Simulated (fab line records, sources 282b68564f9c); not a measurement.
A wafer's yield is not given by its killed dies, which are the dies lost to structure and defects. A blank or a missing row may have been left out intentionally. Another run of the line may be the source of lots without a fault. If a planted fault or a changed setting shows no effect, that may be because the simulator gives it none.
Which tool is to blame? + flow rit-cmos + at 1 step of a route of 202, 14 lots with 42 wafers sampled

## WHAT THE GAUGES SHOWED, per wafer
The record lacks any reading of a measuring or inspecting step that a usual standard deviation could be used to judge.

## EACH LOT AND THE TOOL THAT RAN IT (in order: tool; ch and the chambers of the sampled wafers; start)
| lot  | RIT_GATE_ETCH_19                |
|------|---------------------------------|
| L967 | rie-si-01 ch 0,2,3, day 2 20:49 |
| L968 | rie-si-02 ch 0,1,3, day 3 02:44 |
| L969 | rie-si-01 ch 0,3, day 3 06:07   |
| L970 | rie-si-02 ch 0,3, day 3 13:11   |
| L971 | rie-si-01 ch 0,3, day 3 14:46   |
| L972 | rie-si-02 ch 1,2, day 3 19:35   |
| L974 | rie-si-01 ch 2,3, day 4 04:38   |
| L975 | rie-si-01 ch 1,3, day 4 07:16   |
| L976 | rie-si-02 ch 0,2, day 4 18:41   |
| L977 | rie-si-01 ch 0,2,3, day 4 21:07 |
| L978 | rie-si-02 ch 0,1,2, day 5 02:07 |
| L979 | rie-si-01 ch 0,1,3, day 5 07:27 |
| L983 | rie-si-01 ch 2,3, day 5 21:49   |
| L985 | rie-si-01 ch 1,2, day 6 16:43   |
- RIT_GATE_ETCH_19: etches poly-Si in SF6/CHF3/O2, stops on SiO2, time 165 s, target depth 312.5 nm.

## WHAT THE TOOLS THEMSELVES READ (means of the sampled wafers that have a number; where no wafer has one, the mark that the record gives instead)
RIT_GATE_ETCH_19. Usual: CHF3_flow_sccm 30.00 sccm, standard deviation 0.1; drypump-motor-current-A 5.8 A, standard deviation 0.45; oes-product-au 0.844 a.u., standard deviation 0.013; rf-fwd-power-W 159.4 W, standard deviation 0.49; throttle-valve-pct 10.31 %, standard deviation 0.15.
| lot  | tool      | CHF3_flow_sccm (sccm) | drypump-motor-current-A (A) | oes-product-au (a.u.) | rf-fwd-power-W (W) | throttle-valve-pct (%) | flag |
|------|-----------|-----------------------|-----------------------------|-----------------------|--------------------|------------------------|------|
| L967 | rie-si-01 | 30.07                 | 5.7                         | 0.849                 | 159.0              | 10.27                  |      |
| L968 | rie-si-02 | 29.98                 | 6.1                         | 0.846                 | 159.9              | 10.36                  |      |
| L969 | rie-si-01 | 30.05                 | 5.3                         | 0.849                 | 158.8              | 10.28                  |      |
| L970 | rie-si-02 | 30.02                 | 6.1                         | 0.829                 | 159.1              | 10.44                  |      |
| L971 | rie-si-01 | 30.00                 | 5.6                         | 0.860                 | 159.5              | 10.32                  |      |
| L972 | rie-si-02 | 30.08                 | 6.1                         | 0.839                 | 159.3              | 10.42                  |      |
| L974 | rie-si-01 | 29.90                 | 6.1                         | 0.850                 | 159.7              | 10.27                  |      |
| L975 | rie-si-01 | 29.88                 | 5.8                         | 0.859                 | 159.9              | 10.25                  |      |
| L976 | rie-si-02 | 29.96                 | 5.8                         | 0.852                 | 159.5              | 10.24                  |      |
| L977 | rie-si-01 | 30.01                 | 5.6                         | 0.858                 | 159.3              | 10.27                  |      |
| L978 | rie-si-02 | 30.06                 | 6.0                         | 0.847                 | 159.4              | 10.32                  |      |
| L979 | rie-si-01 | 29.97                 | 5.5                         | 0.852                 | 159.5              | 10.21                  |      |
| L983 | rie-si-01 | 30.11                 | 6.0                         | 0.855                 | 185.3              | 10.31                  | OFF  |
| L985 | rie-si-01 | 30.05                 | 5.9                         | 0.841                 | 185.0              | 10.15                  | OFF  |

## THE ANSWER, worked out from the rows above alone
Rule: a lot counts as off when the mean over its wafers that have a number is more than 3 standard deviations away from the usual mean. Also off: a lot with no number at a reading for which 4 or more lots have one. The other lots that the step has rows for count as sound. After the gauges, taken in route order, come the tools' own readings; for these a lot's mean is taken, as printed above. At the first step where some lot is off, the reading lying furthest off is the one used; lots without a number count as furthest.
Off, at RIT_GATE_ETCH_19 on rf-fwd-power-W: L983, L985.
If a tool, at that step or one of the process steps before it, ran each lot that is off and ran no sound lot following the first of them, it fits. One candidate fits, namely rie-si-01 at RIT_GATE_ETCH_19. Its last sound lot is L979 (day 5 07:27), its first lot that is off L983 (day 5 21:49): a fault that began between those two fits.
On the lots that are off, the tool's own readings at RIT_GATE_ETCH_19 differ by more than 5 times the standard deviation of the sound lots' means, which bears it out; rf-fwd-power-W reads 185.2 W there versus 159.4 W on the sound lots.

## WHAT THE SIMULATOR HAD PUT IN
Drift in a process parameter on rie-si-01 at RIT_GATE_ETCH_19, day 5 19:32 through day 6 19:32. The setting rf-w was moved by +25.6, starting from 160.
Struck lots among those shown: L983, L985. The rule given above showed the same thing.
